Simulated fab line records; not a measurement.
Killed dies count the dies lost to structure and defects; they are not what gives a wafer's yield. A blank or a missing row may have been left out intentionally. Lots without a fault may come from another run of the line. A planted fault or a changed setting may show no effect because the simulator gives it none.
The tool behind it: which one? / flow rit_cmos / 7 lots, 21 wafers sampled, at 2 steps of a route of 202

WHAT EACH GAUGE READ, for each wafer
RIT_ACTIVE_CD_MEAS_90 targets a cd of 1400 nm.
lot=L777; measured=day 2 02:58; on=cd_sem-02; cd_nm (nm)=1400.7 1399.5 1402.4
lot=L780; measured=day 2 17:10; on=cd_sem-02; cd_nm (nm)=1404.5 1405.8 1404.6
lot=L783; measured=day 3 07:14; on=cd_sem-01; cd_nm (nm)=1401.1 1401.9 1400.0
lot=L785; measured=day 3 18:04; on=cd_sem-02; cd_nm (nm)=1399.3 1400.1 1400.3
lot=L793; measured=day 5 09:05; on=cd_sem-02; cd_nm (nm)=1400.7 1402.6 1401.5
lot=L795; measured=day 5 19:36; on=cd_sem-01; cd_nm (nm)=1402.9 1403.8 1402.7
lot=L797; measured=day 6 05:03; on=cd_sem-02; cd_nm (nm)=1402.5 1398.6 1400.7

TOOL THAT RAN EACH LOT (tool first, then ch and the chambers of the sampled wafers, then the start)
lot=L777; RIT_ACTIVE_PEB_09=litho_track-04 ch 0, day 2 02:07
lot=L780; RIT_ACTIVE_PEB_09=litho_track-01 ch 0, day 2 16:19
lot=L783; RIT_ACTIVE_PEB_09=litho_track-01 ch 0, day 3 06:22
lot=L785; RIT_ACTIVE_PEB_09=litho_track-01 ch 0, day 3 17:04
lot=L793; RIT_ACTIVE_PEB_09=litho_track-03, day 5 08:13
lot=L795; RIT_ACTIVE_PEB_09=litho_track-01, day 5 18:44
lot=L797; RIT_ACTIVE_PEB_09=litho_track-04 ch 0, day 6 04:11
- RIT_ACTIVE_PEB_09

THE ANSWER, worked out from the rows above alone
Rule: usual is defined by the lots themselves. The widest of any qualifying gaps counts: lots, ordered by their means at a reading, are off when they make up no more than a third of the lots, leave a main group of 4 or more, and stand apart from it by 3 or more times the standard deviation of that group's means. If all means in a main group match to the digits the tables above print for the reading, that group is not used. Also off: a lot with no number at a reading for which 4 or more lots have one. Any other lot the step has rows for is counted as sound.
No lot is off at any reading shown: from this, nothing can be told.

WHAT THE SIMULATOR PUT IN
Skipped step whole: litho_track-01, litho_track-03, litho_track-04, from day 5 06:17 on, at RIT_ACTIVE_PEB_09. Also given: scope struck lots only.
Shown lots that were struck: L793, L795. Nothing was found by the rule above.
